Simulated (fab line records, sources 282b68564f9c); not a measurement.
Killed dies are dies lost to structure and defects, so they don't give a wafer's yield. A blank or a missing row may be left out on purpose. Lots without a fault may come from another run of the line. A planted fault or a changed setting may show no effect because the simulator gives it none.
Which tool did it? | flow rit_cmos | 15 lots, 45 wafers sampled, at 4 steps of a route of 202

WHAT THE GAUGES READ, wafer by wafer
RIT_PWELL_TW_MEAS_10.
lot  | measured    | on            | PWELL_TW
L773 | day 2 00:45 | film_metro-04 | 952 957 952
L774 | day 2 05:39 | film_metro-04 | 954 955 961
L775 | day 2 12:14 | film_metro-02 | 940 941 939
L776 | day 2 14:30 | film_metro-02 | 938 946 941
L777 | day 2 20:13 | film_metro-04 | 959 959 957
L782 | day 3 20:47 | film_metro-02 | 30 30 30
L783 | day 4 03:03 | film_metro-04 | 30 30 30
L784 | day 4 09:03 | film_metro-03 | 30 30 30
L789 | day 5 07:07 | film_metro-02 | 947 948 946
L790 | day 5 14:37 | film_metro-04 | 958 963 957
L791 | day 5 20:09 | film_metro-03 | 948 945 948
L792 | day 6 00:40 | film_metro-04 | 955 960 957
L793 | day 6 03:38 | film_metro-02 | 954 948 956
L794 | day 6 10:19 | film_metro-03 | 957 955 956
L795 | day 6 14:14 | film_metro-02 | 960 959 963

RIT_NRETRO_TW_MEAS_10.
lot  | measured    | on            | NRETRO_TW
L773 | day 2 07:37 | film_metro-01 | 1032 1034 1029
L774 | day 2 13:47 | film_metro-01 | 1039 1034 1039
L775 | day 2 19:14 | film_metro-01 | 1043 1033 1034
L776 | day 2 21:25 | film_metro-03 | 1059 1055 1044
L777 | day 3 03:05 | film_metro-01 | 1025 1024 1030
L782 | day 4 03:49 | film_metro-02 | 30 30 30
L783 | day 4 11:34 | film_metro-02 | 30 30 30
L784 | day 4 16:47 | film_metro-01 | 30 29 29
L789 | day 5 15:49 | film_metro-02 | 1047 1047 1041
L790 | day 5 21:30 | film_metro-03 | 1052 1047 1052
L791 | day 6 04:41 | film_metro-02 | 1051 1059 1055
L792 | day 6 08:59 | film_metro-02 | 1052 1058 1057
L793 | day 6 10:30 | film_metro-01 | 1031 1017 1028
L794 | day 6 17:21 | film_metro-01 | 1021 1025 1022
L795 | day 6 22:24 | film_metro-02 | 1062 1058 1055

RIT_PRETRO_TW_MEAS_10.
lot  | measured    | on            | PRETRO_TW
L773 | day 2 09:18 | film_metro-02 | 469 468 470
L774 | day 2 15:39 | film_metro-04 | 477 480 477
L775 | day 2 20:47 | film_metro-02 | 469 471 468
L776 | day 2 23:05 | film_metro-04 | 476 481 478
L777 | day 3 04:46 | film_metro-01 | 464 462 464
L782 | day 4 05:30 | film_metro-04 | 30 30 30
L783 | day 4 13:14 | film_metro-01 | 29 30 30
L784 | day 4 18:20 | film_metro-02 | 30 30 29
L789 | day 5 17:30 | film_metro-02 | 473 471 469
L790 | day 5 23:10 | film_metro-04 | 483 480 480
L791 | day 6 06:22 | film_metro-01 | 465 463 464
L792 | day 6 10:49 | film_metro-04 | 477 481 480
L793 | day 6 12:22 | film_metro-04 | 478 480 479
L794 | day 6 18:54 | film_metro-02 | 476 479 478
L795 | day 7 00:10 | film_metro-04 | 479 479 481

WHICH TOOL RAN EACH LOT (tool, then ch and the chambers of the sampled wafers, then the start)
lot  | RIT_NWELL_STRIP_09
L773 | plasma_asher-01 ch 0,1, day 1 23:01
L774 | plasma_asher-01 ch 0,1, day 2 03:50
L775 | plasma_asher-04 ch 0,1, day 2 10:28
L776 | plasma_asher-01 ch 0,1, day 2 12:49
L777 | plasma_asher-01 ch 0,1, day 2 18:24
L782 | plasma_asher-03 ch 0,1, day 3 18:56
L783 | plasma_asher-03 ch 0,1, day 4 01:14
L784 | plasma_asher-01 ch 0,1, day 4 07:14
L789 | plasma_asher-03 ch 1, day 5 05:23
L790 | plasma_asher-01 ch 0,1, day 5 12:52
L791 | plasma_asher-01 ch 0,1, day 5 18:17
L792 | plasma_asher-04 ch 0,1, day 5 22:49
L793 | plasma_asher-04 ch 0,1, day 6 01:49
L794 | plasma_asher-04 ch 0,1, day 6 08:12
L795 | plasma_asher-03 ch 0,1, day 6 12:23
- RIT_NWELL_STRIP_09: strips in O2, time 180 s.

WHAT THE TOOLS THEMSELVES READ (means of the sampled wafers that have a number; where no wafer has one, the mark that the record gives instead)
RIT_NWELL_STRIP_09.
lot  | tool            | chamber_pressure_mTorr (mTorr) | drypump_motor_current_A (A) | rf_refl_power_W (W)
L773 | plasma_asher-01 | 3998                           | 5.99                        | 6.4
L774 | plasma_asher-01 | 4001                           | 6.00                        | 6.3
L775 | plasma_asher-04 | 3997                           | 5.47                        | 7.8
L776 | plasma_asher-01 | 3997                           | 5.78                        | 6.8
L777 | plasma_asher-01 | 4003                           | 5.76                        | 6.2
L782 | plasma_asher-03 | -                              | -                           | -
L783 | plasma_asher-03 | -                              | -                           | -
L784 | plasma_asher-01 | -                              | -                           | -
L789 | plasma_asher-03 | 4001                           | 5.80                        | 7.1
L790 | plasma_asher-01 | 3999                           | 5.75                        | 6.3
L791 | plasma_asher-01 | 4000                           | 5.99                        | 6.3
L792 | plasma_asher-04 | 3998                           | 5.53                        | 7.4
L793 | plasma_asher-04 | 3998                           | 5.48                        | 8.0
L794 | plasma_asher-04 | 4001                           | 5.50                        | 8.0
L795 | plasma_asher-03 | 4004                           | 5.98                        | 5.6

THE ANSWER, worked out from the rows above alone
Rule: what is usual is taken from the lots themselves. Put in order of their means at a reading, lots are off if they are a third of the lots or fewer, leave a main group of 4 or more, and stand apart from it by a gap of 3 or more times the standard deviation of the main group's means; of several such gaps the widest counts. A main group whose means are all the same, to the digits that the tables above print for the reading, isn't used. A lot without any number at a reading at which 4 lots or more have one is off too. The other lots that the step has rows for count as sound. The gauges are gone through in route order, then the tools' own readings, and for those a lot's mean is taken as printed above. The first step at which some lot is off is used, and at that step the reading that is off furthest; a lot without a number counts as furthest.
Off: L782, L783, L784, at RIT_PWELL_TW_MEAS_10 (PWELL_TW). The main group: mean 953, standard deviation 6.7.
A tool fits if, at a process step before that reading, it ran every lot that is off, and no sound lot after the first of them. The gauges at RIT_PWELL_TW_MEAS_10 aren't tried: what is off there is off at RIT_NWELL_STRIP_09 too, on other tools, and a gauge's error can't cause that. None of those tried fits.

WHAT THE SIMULATOR HAD PUT IN
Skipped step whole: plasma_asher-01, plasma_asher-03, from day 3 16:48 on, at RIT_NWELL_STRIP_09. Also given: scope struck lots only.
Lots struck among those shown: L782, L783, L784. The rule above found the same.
